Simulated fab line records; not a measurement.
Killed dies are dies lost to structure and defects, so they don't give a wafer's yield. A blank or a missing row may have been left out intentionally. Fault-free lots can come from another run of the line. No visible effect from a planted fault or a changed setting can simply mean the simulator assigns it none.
Matching of chambers	flow berkeley_cmos170	UCB170_V2_ETCH_14 on rie_diel-04: 4 sister chambers
The step etches SiO2 in CHF3/CF4/Ar, stops on Al, target depth 1250 nm, time 291 s. 4 wafers are shown with their chamber, then 10 later ones without.

## EACH WAFER AND ITS CHAMBER
wafer	chamber	throttle_valve_pct (%)
L078.3	3	6.97
L081.5	1	6.76
L083.2	0	6.86
L083.3	2	7.06

## WAFERS WITHOUT THEIR CHAMBER
wafer	throttle_valve_pct (%)
L083.6	6.86
L093.1	6.88
L093.2	6.97
L093.5	7.05
L097.1	7.05
L097.2	6.96
L097.3	6.86
L096.1	6.85
L096.3	7.05
L096.4	6.96

## WHICH CHAMBER EACH ONE RAN IN
wafer	from the rows above	in truth
L083.6	0	0
L093.1	0	0
L093.2	3	3
L093.5	2	2
L097.1	2	2
L097.2	3	3
L097.3	0	0
L096.1	0	0
L096.3	2	2
L096.4	3	3
Correctly placed: 10 of 10. Can't be placed from these rows: 0. Number placed wrongly: 0.
How it was worked out, from the rows above alone: a wafer's distance from a chamber is the root of the sum, over the readings, of the square of ((its reading less the chamber's mean) divided by the reading's scatter). The wafer belongs to the nearest chamber; if the next one is less than 2 further off, it can't be placed. For every chamber, the mean is computed from those of its wafers that are shown. The scatter: with one shown wafer a chamber, the root of the mean of the squares of how far each hidden wafer lies from its nearest shown one.
